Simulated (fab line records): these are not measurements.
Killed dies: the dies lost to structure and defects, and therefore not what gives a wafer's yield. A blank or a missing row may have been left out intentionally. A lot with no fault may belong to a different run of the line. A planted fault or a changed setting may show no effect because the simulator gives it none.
fab line records	flow rit_cmos
record lots=4	wafers=12	last_day=7
route steps=202 shown SDANNEAL@156 SILICIDE@161 CONTACT@168 M1@184
lots that met no fault: taken from a fault-free run of the same line
start_h: hours from the record's first day to the start of the lot's first wafer shown	wait_h: hours since the lot's step before	" identical to the entry in the row above	L1.1+2: one row covering several wafers at once	- value missing, or start not given	* or withheld: withheld	< > ~ a bound
route shown NAME@n: NAME is a module with steps in the file, n the number in the route of the first one	usual: the fault-free wafers' mean and standard deviation	same: alike in all rows	chamber/n: place in a boat	sites: the reading at each site	_std_site: standard deviation of those values	_edge_site: mean of outer sites minus mean of inner sites	radius_mm: how far each site lies from the wafer's centre	mask NAME#n: copy n	behind: tool/chamber where the wafer was last shaped	hold: what put the lot on hold/how long, in hours/how the hold closed	device: names the non-switching transistor (n, p or np)	end of line: at the end of the route, the tests of the same wafers	where a step has no rows: the recipe by itself	killed: dies lost to structure and defects at the first sort, not the wafer's yield	map: a wafer's dies, marking killed ones x, the rest . and places with no die _
set.NAME: the setting as run; set.NAME@STEP: as run at that earlier step	model.NAME: the simulator's own value behind a step, which no gauge read
certain route steps with their lots: each step a table, each wafer a row
services: the hour from which a tool's chamber was out of use, counted from the record's first day as start_h (under 0 if before that day), plus the number of hours and why
## steps
# step RIT_SDANNEAL_RTA_03
# recipe temp_c=1050	time_s=5	idle_temp_c=600	ramp_up_c_per_s=342	ramp_down_c_per_s=171	cool_to_c=600	ambient=N2
# step RIT_SILICIDE_WET_ETCH_00
# recipe chemistry=BOE	target=SiO2	target_depth_nm=14	time_s=15	dry=n2_spin	dilution=10:1	temp_c=21.5
# step RIT_SILICIDE_SPUTTER_01
# recipe material=Ti	target_thk_nm=30	power_w=350	chamber_pressure_pa=0.667	gas=Ar	time_s=240	substrate_temp_c=25
# step RIT_SILICIDE_RTA_04
# recipe temp_c=650	time_s=10	idle_temp_c=25	ramp_up_s=5	ramp_down_s=5	cool_to_c=25	ambient=N2
# step RIT_SILICIDE_WET_ETCH_05
# recipe chemistry=SPM	target=Ti	temp_c=90	time_s=120	dry=n2_spin
# step RIT_SILICIDE_RTA_06
# recipe temp_c=750	time_s=10	idle_temp_c=25	ramp_up_s=5	ramp_down_s=10	cool_to_c=25	ambient=N2
# step RIT_CONTACT_CVD_00
# recipe material=SiO2	target_thk_nm=400	precursor=TEOS	temp_c=390	time_s=61	rf_w=400
# usual heater_power_w=335/58	run_length_s=88.8/0.62
lot.wafer	tool	chamber	start_h	wait_h	heater_power_w	run_length_s	model.SiO2_of_CONTACT_CVD_00.thk_nm
L974.1	pecvd-02	2	91.31	0.1	401	51.2	140.4
L974.2	"	0	"	"	425	88.1	387.1
L974.5	"	2	"	"	411	51.3	143.5
L977.1	pecvd-02	1	106.39	0.1	269	88.9	395.7
L977.3	"	2	"	"	454	51.0	145.9
L977.4	"	1	"	"	285	88.6	403.4
L978.1	pecvd-04	1	110.24	0.1	304	88.3	396.1
L978.4	"	2	"	"	361	87.9	410.5
L978.5	"	1	"	"	305	88.8	402.7
L987.1	pecvd-04	1	155.51	0.1	255	88.4	391.5
L987.2	"	2	"	"	357	88.0	393.2
L987.3	"	0	"	"	248	89.0	388
# step RIT_CONTACT_THK_MEAS_01
# recipe reads=SiO2_of_CONTACT_CVD_00
# usual CONTACT_TEOS_THK=398/5.3
lot.wafer	tool	chamber	start_h	wait_h	CONTACT_TEOS_THK[nm]
L974.1	film_metro-01	-	91.36	0.0	140
L974.2	"	-	"	"	387
L974.5	"	-	"	"	143
L977.1	film_metro-02	-	106.44	0.0	396
L977.3	"	-	"	"	146
L977.4	"	-	"	"	403
L978.1	film_metro-02	-	110.30	0.0	396
L978.4	"	-	"	"	411
L978.5	"	-	"	"	402
L987.1	film_metro-02	-	155.56	0.0	392
L987.2	"	-	"	"	393
L987.3	"	-	"	"	388
# step RIT_CONTACT_HMDS_02
# recipe prime_time_s=60	prime_temp_c=140
# step RIT_CONTACT_COAT_03
# recipe resist=NOVOLAK	spin_rpm=3250	resist_thk_nm=1000
# step RIT_CONTACT_SOFTBAKE_04
# recipe resist=NOVOLAK	temp_c=90	time_s=60
# step RIT_CONTACT_EXPOSE_05
# recipe mask_id=M11	na=0.6	source_shape=conventional	sigma_outer=0.5	target_cd_nm=1000	dose_mj=250
# step RIT_CONTACT_PEB_06
# recipe resist=NOVOLAK	temp_c=withheld	time_s=withheld
# step RIT_CONTACT_DEVELOP_07
# recipe resist=NOVOLAK	develop_time_s=120	dev_temp_c=23
# step RIT_CONTACT_HARDBAKE_10
# recipe resist=NOVOLAK	temp_c=140	time_s=60
# step RIT_CONTACT_ETCH_11
# recipe target_depth_a=4800	over_etch_frac=0.2	stop_on=TiSi2	chemistry=CHF3/CF4/Ar	target=SiO2	CHF3_flow_sccm=50	cf4_flow_sccm=10	Ar_flow_sccm=100	O2_flow_sccm=5	pressure_mtorr=100	rf_w=200	time_s=320
# usual drypump_motor_current_A=5.7/0.5	oes_product_au=0.998/0.017	throttle_valve_pct=8.87/0.097
lot.wafer	tool	chamber	start_h	wait_h	drypump_motor_current_A	oes_product_au	rf_hours_counter_h	throttle_valve_pct	model.etch.depth_nm	model.CONTACT.feature_depth_nm
L974.1	rie_diel-04	3	92.82	0.1	5.8	0.985	125	8.94	140.4	140.4
L974.2	"	2	"	"	6.0	0.977	84	8.90	387.1	387.1
L974.5	"	1	"	"	4.8	0.961	-	9.00	143.5	143.5
L977.1	rie_diel-04	0	107.86	0.1	5.2	0.988	129	8.77	395.7	395.7
L977.3	"	3	"	"	5.8	0.982	125	8.92	145.9	145.9
L977.4	"	2	"	"	6.0	0.971	84	8.90	403.4	403.4
L978.1	rie_diel-03	2	111.82	0.1	6.1	0.970	13	8.84	396.1	396.1
L978.4	"	1	"	"	5.5	0.999	13	8.82	410.5	410.5
L978.5	"	2	"	"	6.1	0.972	-	8.85	402.7	402.7
L987.1	rie_diel-04	3	157.18	0.1	5.8	1.018	126	8.94	391.5	391.5
L987.2	"	1	"	"	4.8	0.994	21	8.98	393.2	393.2
L987.3	"	0	"	"	5.2	0.980	130	8.75	388	388
# step RIT_CONTACT_STRIP_12
# recipe chemistry=O2	time_s=180	resist=NOVOLAK	platen_temp_c=withheld	power_w=500	pressure_mtorr=4000	o2_flow_sccm=4000
# step RIT_CONTACT_CLEAN_13
# recipe chemistry=SC1	mix=3:3:50	time_s=600	temp_c=75
# step RIT_CONTACT_CLEAN_14
# recipe chemistry=SC2	mix=3:3:50	time_s=600	temp_c=75	dry=n2_spin
# step RIT_M1_SPUTTER_00
# recipe material=Al	target_thk_nm=400	power_w=2000	chamber_pressure_pa=0.4	gas=Ar	time_s=500	substrate_temp_c=25
# step RIT_M1_HMDS_03
# recipe prime_time_s=60	prime_temp_c=140
# step RIT_M1_COAT_04
# recipe resist=NOVOLAK	spin_rpm=2000	resist_thk_nm=1300
# step RIT_M1_SOFTBAKE_05
# recipe resist=NOVOLAK	temp_c=90	time_s=60
# step RIT_M1_EXPOSE_06
# recipe mask_id=M12	na=0.6	source_shape=conventional	sigma_outer=0.5	target_cd_nm=2600	dose_mj=250
# step RIT_M1_PEB_07
# recipe resist=NOVOLAK	temp_c=withheld	time_s=withheld
# step RIT_M1_DEVELOP_08
# recipe resist=NOVOLAK	develop_time_s=68	dev_temp_c=23
# step RIT_M1_HARDBAKE_11
# recipe resist=NOVOLAK	temp_c=140	time_s=120
# step RIT_M1_METAL_ETCH_12
# recipe stop_on=SiO2	chemistry=Cl2/BCl3	target=Al	time_s=165	over_etch_frac=0.5	pressure_mtorr=100	target_depth_a=6000	rf_w=250	Cl2_flow_sccm=60	bcl3_flow_sccm=50
# usual drypump_motor_current_A=5.97/0.21	oes_product_au=0.776/0.013	throttle_valve_pct=8.26/0.088
lot.wafer	tool	chamber	start_h	wait_h	drypump_motor_current_A	oes_product_au	rf_hours_counter_h	throttle_valve_pct	model.SiO2_of_CONTACT_CVD_00.thk_nm
L974.1	rie_metal-01	0	95.74	0.2	6.02	0.764	4	8.25	104.1
L974.2	"	1	"	"	5.56	0.767	4	8.38	350.9
L974.5	"	1	"	"	5.57	0.757	-	8.39	107
L977.1	rie_metal-01	1	110.60	0.2	5.55	0.768	5	8.38	359.4
L977.3	"	1	"	"	5.59	0.755	-	8.38	109.7
L977.4	"	0	"	"	6.03	0.759	-	8.28	367.4
L978.1	rie_metal-02	1	114.43	0.2	6.14	0.760	36	8.32	360.1
L978.4	"	1	"	"	6.14	0.759	-	8.30	374.6
L978.5	"	1	"	"	6.12	0.767	-	8.32	366.8
L987.1	rie_metal-03	0	159.90	0.2	5.87	0.782	4	8.09	355.1
L987.2	"	1	"	"	6.07	0.789	3	8.27	356.1
L987.3	"	0	"	"	5.89	0.783	-	8.11	351.2
# step RIT_M1_STRIP_13
# recipe chemistry=nmp	resist=NOVOLAK	temp_c=80	time_s=600	dry=n2_spin
# step RIT_M1_PROBE_99
# usual killed_at_contacts=0.1/0.28	killed_at_front_end=6.5/3	killed_dies=7/3	killed_open=3.2/2	killed_short=3.2/1.9
# same gross_dies=264	killed_at_M0_to_M3=0	killed_at_M4_up=0	killed_at_back_side=0	killed_at_other=0
lot.wafer	tool	chamber	start_h	wait_h	killed_at_contacts	killed_at_front_end	killed_dies	killed_open	killed_short	model.etest.field_p_metal.vt_v	model.etest.nmos_0p15.junction_log10_a_um	model.etest.nmos_narrow.off_log10_a_um	model.etest.gate_end_array.leak_log10_a_um	model.etest.nmos_0p3.off_log10_a_um	model.etest.pmos_0p15.junction_log10_a_um	model.etest.contact_diode_array.leak_log10_a	model.etest.pmos_0p3.off_log10_a_um
L974.1	prober-01	-	98.67	0.1	0	8	8	4	4	-15.95	-9.701	-9.701	-9.592	-9.701	-10.7	-6.309	-10.7
L974.2	prober-01	-	98.72	0.1	0	7	7	5	2	-27.81	-13.53	-13.17	-12.83	-13.03	-13.71	-9.483	-12.96
L974.5	prober-01	-	98.87	0.2	0	7	7	5	2	-16.4	-10.08	-10.08	-9.886	-10.08	-11.08	-6.788	-11.08
L977.1	prober-02	-	112.85	0.1	0	6	6	4	2	-29.54	-13.63	-13.28	-12.76	-13.01	-13.85	-9.332	-12.83
L977.3	prober-02	-	112.95	0.2	0	11	11	9	2	-17.07	-9.553	-9.553	-9.368	-9.552	-10.55	-6.132	-10.55
L977.4	prober-02	-	113.00	0.2	1	8	9	7	2	-29.83	-13.43	-13.14	-12.88	-13.08	-13.68	-9.215	-12.95
L978.1	prober-01	-	116.68	0.1	0	9	9	5	4	-29.53	-13.58	-13.19	-12.92	-13.05	-13.96	-9.22	-13.05
L978.4	prober-01	-	116.83	0.2	0	5	5	3	2	-31.19	-13.66	-13.23	-12.85	-12.96	-13.77	-9.62	-13.05
L978.5	prober-01	-	116.88	0.2	0	4	4	3	1	-30.24	-13.58	-13.24	-12.91	-13.12	-13.66	-9.085	-12.88
L987.1	prober-02	-	162.63	0.1	0	5	5	2	3	-29.74	-13.41	-13.09	-12.98	-13.07	-13.88	-9.593	-13.05
L987.2	prober-02	-	162.68	0.1	0	6	6	3	3	-29.29	-13.25	-13.3	-12.81	-13.07	-13.76	-9.423	-13.11
L987.3	prober-02	-	162.73	0.2	0	3	3	2	1	-29.08	-13.46	-13.23	-12.93	-13.03	-13.7	-9.353	-12.98
# killed by level:class
L974.1 GATE:geometric_particle:open=3 GATE:geometric_particle:short=3 FOX2:geometric_particle:open=1 SILICIDE:geometric_particle:short=1
L974.2 GATE:geometric_particle:short=2 GATE:geometric_particle:open=2 SPACER:geometric_particle:open=2 FOX1:geometric_particle:open=1
L974.5 REOX:geometric_particle:open=2 FOX1:geometric_particle:open=1 GATE:geometric_particle:open=1 REOX:geometric_particle:short=1 SILICIDE:geometric_particle:open=1 SILICIDE:geometric_particle:short=1
L977.1 GATE:geometric_particle:open=3 FOX2:geometric_particle:short=1 REOX:geometric_particle:short=1 SILICIDE:geometric_particle:open=1
L977.3 GATE:geometric_particle:open=5 REOX:geometric_particle:open=2 FOX1:geometric_particle:open=1 GATE:geometric_particle:short=1 SPACER:geometric_particle:open=1 SILICIDE:geometric_particle:short=1
L977.4 SPACER:geometric_particle:open=2 SILICIDE:geometric_particle:open=2 FOX1:geometric_particle:short=1 FOX1:geometric_particle:open=1 GATE:geometric_particle:short=1 GATE:geometric_particle:open=1 CONTACT:geometric_particle:open=1
L978.1 REOX:geometric_particle:open=3 REOX:geometric_particle:short=2 GATE:geometric_particle:open=1 GATE:geometric_particle:short=1 SPACER:geometric_particle:open=1 SPACER:geometric_particle:short=1
L978.4 GATE:geometric_particle:short=2 GATE:geometric_particle:open=1 REOX:geometric_particle:open=1 SPACER:geometric_particle:open=1
L978.5 GATE:geometric_particle:short=1 GATE:geometric_particle:open=1 REOX:geometric_particle:open=1 SILICIDE:geometric_particle:open=1
L987.1 ACTIVE:geometric_particle:short=1 FOX1:geometric_particle:short=1 FOX2:geometric_particle:short=1 GATE:geometric_particle:open=1 SPACER:geometric_particle:open=1
L987.2 GATE:geometric_particle:short=2 GATE:geometric_particle:open=2 REOX:geometric_particle:open=1 SPACER:geometric_particle:short=1
L987.3 FOX1:geometric_particle:open=1 GATE:geometric_particle:short=1 SPACER:geometric_particle:open=1
## services
tool	chamber	start_h	hours	kind
rie_metal-03	-	71.56	2.8	pm
rie_metal-01	-	76.26	2.8	pm
rie_diel-03	-	90.50	2.8	pm
rie_metal-02	-	91.53	0.3	repair
rie_diel-03	-	94.52	0.1	repair
rie_metal-01	1	101.72	7.3	repair
rie_metal-01	1	115.87	1.9	repair
rie_diel-03	3	116.70	11.5	repair
pecvd-04	0	135.08	4.7	repair
rie_metal-02	-	136.12	20.0	pm
rie_metal-02	0	136.12	20.0	vent_cycle
rie_metal-02	1	136.12	20.0	vent_cycle
rie_metal-02	1	140.24	13.1	repair
pecvd-04	0	146.03	3.8	repair
rie_metal-02	0	156.12	-	clean
rie_metal-02	1	156.12	-	clean
## key
first_sign step=RIT_CONTACT_CVD_00	reading=run_length_s	direction=down	sigmas=61	usual=*	struck=*
effect step=RIT_CONTACT_THK_MEAS_01	reading=CONTACT_TEOS_THK	direction=down	sigmas=48	usual=398	struck=143
model_effect step=RIT_CONTACT_CVD_00	value=SiO2_of_CONTACT_CVD_00.thk_nm	without=393.9	struck=143.3
model_effect step=RIT_CONTACT_ETCH_11	value=etch.depth_nm	without=393.9	struck=143.3
model_effect step=RIT_M1_METAL_ETCH_12	value=SiO2_of_CONTACT_CVD_00.thk_nm	without=357.6	struck=106.9
model_effect step=RIT_M1_PROBE_99	value=etest.field_p_metal.vt_v	without=-28.78	struck=-16.47
met_at RIT_CONTACT_CVD_00
struck_wafers L974.1,L974.5,L977.3
tester_left_out L974,L977
fault kind=process_parameter_drift	tool=pecvd-02	chamber=2	onset_h=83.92	steps=RIT_CONTACT_CVD_00	channel=time_s	offset=*	shape=step	end_h=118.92	stated=*
# tester_left_out: of these lots the tester's yield and bins aren't shown, on N5 and GAA mostly nor the transistor test; their killed dies are dies lost to structure and defects alone, not to doping, threshold or leakage, so they don't give the yield
